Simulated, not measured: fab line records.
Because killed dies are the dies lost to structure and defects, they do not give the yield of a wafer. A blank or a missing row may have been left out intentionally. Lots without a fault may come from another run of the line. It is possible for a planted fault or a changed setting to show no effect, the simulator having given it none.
Struck lot and sound lot, side by side | flow berkeley-cmos170 | 43 out of 331 route steps
Sound: wafers L840.2, L840.4, L840.6. The struck wafers were L846.1, L846.3, L846.4. The cause is named last.
Order at every step that has rows: each side's tool, ch and its chambers, its first start. Under that, the readings that differ: sound wafers | struck wafers | difference of the means | sigmas: that difference in standard deviations of wafers without a fault.
alike: a reading whose means differ by less than 2 such deviations, as well as words and numbers matching on both sides. not compared: withheld readings; readings where some wafer has no value; bounds like >300 that might hide an equal value; numbers whose values overlap and for which the record gives no deviation.
The two part at a step that has a row with sigmas, a row that says differs or no value, or rows on one side only. Numbers that have no deviation but don't overlap get no sigmas and don't part them. A reading missing from all wafers of one side parts the sides only when that side holds two or more wafers.

first, 1 step without rows for these wafers: UCB170_GATE_CVD_04 (deposits poly-Si from SiH4, time 1440 s, target thk 214 nm).
UCB170_GATE_THK_MEAS_05:
  sound on film-metro-04, day 7 18:25; struck on film-metro-04, day 9 17:24
  alike: GATE_POLY_THK
then, 6 steps without rows for these wafers: UCB170_GATE_COAT_06; UCB170_GATE_COAT_07 (resist thk 889.9 nm); UCB170_GATE_SOFTBAKE_08 (time 60 s); UCB170_GATE_EXPOSE_09 (exposes mask POLY, target cd 350 nm); UCB170_GATE_PEB_10; UCB170_GATE_DEVELOP_11 (develop time 45 s).
UCB170_GATE_CD_MEAS_12: the cd target is 350 nm.
  sound on cd-sem-01, day 7 19:47; struck on cd-sem-01, day 9 18:18
  alike: cd-nm
UCB170_GATE_OVL_MEAS_13:
  sound on overlay-01, day 7 19:53; struck on overlay-02, day 9 18:25
  alike: GATE_OVL
UCB170_GATE_ETCH_14: etches BARC in N2/H2.
  sound on rie-diel-01 ch 0,1,3, day 7 19:55; struck on rie-diel-03 ch 1,2,3, day 9 18:28
  alike: drypump-motor-current-A, oes-product-au, throttle-valve-pct
UCB170_GATE_ETCH_15: etches poly-Si in HBr/Cl2, stops on SiO2, time 56.3 s, target depth 278.2 nm.
  sound on rie-si-02 ch 2,3, day 7 19:58; struck on rie-si-02 ch 1,2,3, day 9 18:30
  alike: drypump-motor-current-A, oes-product-au, throttle-valve-pct
  not compared: rf-hours-counter-h
UCB170_GATE_STRIP_16: strips in O2.
  sound on plasma-asher-03 ch 0,1, day 7 20:00; struck on plasma-asher-03 ch 0,1, day 9 18:33
  alike: drypump-motor-current-A, oes-product-au
  not compared: rf-hours-counter-h
UCB170_GATE_CD_MEAS_90: the cd target is 350 nm.
  sound on cd-sem-01, day 7 20:08; struck on cd-sem-01, day 9 18:39
  alike: cd-nm
then, 7 steps without rows for these wafers: UCB170_GATE_CLEAN_17 (cleans in SPM, time 600 s); UCB170_PLDD_HMDS_00 (prime time 60 s); UCB170_PLDD_COAT_01 (resist thk 900 nm); UCB170_PLDD_SOFTBAKE_02 (time 60 s); UCB170_PLDD_EXPOSE_03 (exposes mask PSELECT, target cd 1200 nm); UCB170_PLDD_PEB_04; UCB170_PLDD_DEVELOP_05 (develop time 45 s).
UCB170_PLDD_CD_MEAS_06: the cd target is 1200 nm.
  sound on cd-sem-01, day 7 21:44; struck on cd-sem-01, day 9 19:47
  alike: cd-nm
UCB170_PLDD_OVL_MEAS_07:
  sound on overlay-02, day 7 21:51; struck on overlay-02, day 9 19:55
  alike: PLDD_OVL
then, 2 steps without rows for these wafers: UCB170_PLDD_IMPLANT_08; UCB170_PLDD_IMPLANT_09.
UCB170_PLDD_STRIP_10: strips in O2.
  sound on plasma-asher-03 ch 0,1, day 7 22:11; struck on plasma-asher-03 ch 0,1, day 9 20:14
  alike: drypump-motor-current-A, oes-product-au, strip-time-to-endpoint-s
  not compared: rf-hours-counter-h
UCB170_PLDD_TW_MEAS_11:
  sound on film-metro-04, day 7 22:17; struck on film-metro-03, day 9 20:20
  alike: PLDD_TW
then, 7 steps without rows for these wafers: UCB170_PLDD_CLEAN_12 (cleans in SPM, time 600 s); UCB170_NLDD_HMDS_00 (prime time 60 s); UCB170_NLDD_COAT_01 (resist thk 900 nm); UCB170_NLDD_SOFTBAKE_02 (time 60 s); UCB170_NLDD_EXPOSE_03 (exposes mask NSELECT, target cd 1200 nm); UCB170_NLDD_PEB_04; UCB170_NLDD_DEVELOP_05 (develop time 45 s).
UCB170_NLDD_CD_MEAS_06: the cd target is 1200 nm.
  sound on cd-sem-01, day 8 00:29; struck on cd-sem-02, day 9 23:40
  alike: cd-nm
UCB170_NLDD_OVL_MEAS_07:
  sound on overlay-01, day 8 00:35; struck on overlay-01, day 9 23:47
  alike: NLDD_OVL
then, 2 steps without rows for these wafers: UCB170_NLDD_IMPLANT_08; UCB170_NLDD_IMPLANT_09.
UCB170_NLDD_STRIP_10: strips in O2.
  sound on plasma-asher-04 ch 0,1, day 8 00:55; struck on plasma-asher-03 ch 0,1, day 10 00:07
  alike: drypump-motor-current-A, oes-product-au, strip-time-to-endpoint-s
  not compared: rf-hours-counter-h
UCB170_NLDD_TW_MEAS_11:
  sound on film-metro-04, day 8 01:02; struck on film-metro-04, day 10 00:14
  alike: NLDD_TW
then, 1 step without rows for these wafers: UCB170_NLDD_CLEAN_12 (cleans in SPM, time 600 s).
UCB170_SPACER_CVD_00: deposits SiO2 from TEOS/O2, target thk 376 nm, time 47 s.
  sound on pecvd-04 ch 0,1, day 8 01:15; struck on pecvd-01 ch 0,1,2, day 10 00:29
  alike: heater-power-w
UCB170_M3_PROBE_99:
  rows exist in the record for the struck wafers here (prober-02, day 11 12:46), but not for the sound ones

== WHERE THEY PART ==
Within this record, at UCB170_M3_PROBE_99 only.

WHY: whatever the simulator had introduced
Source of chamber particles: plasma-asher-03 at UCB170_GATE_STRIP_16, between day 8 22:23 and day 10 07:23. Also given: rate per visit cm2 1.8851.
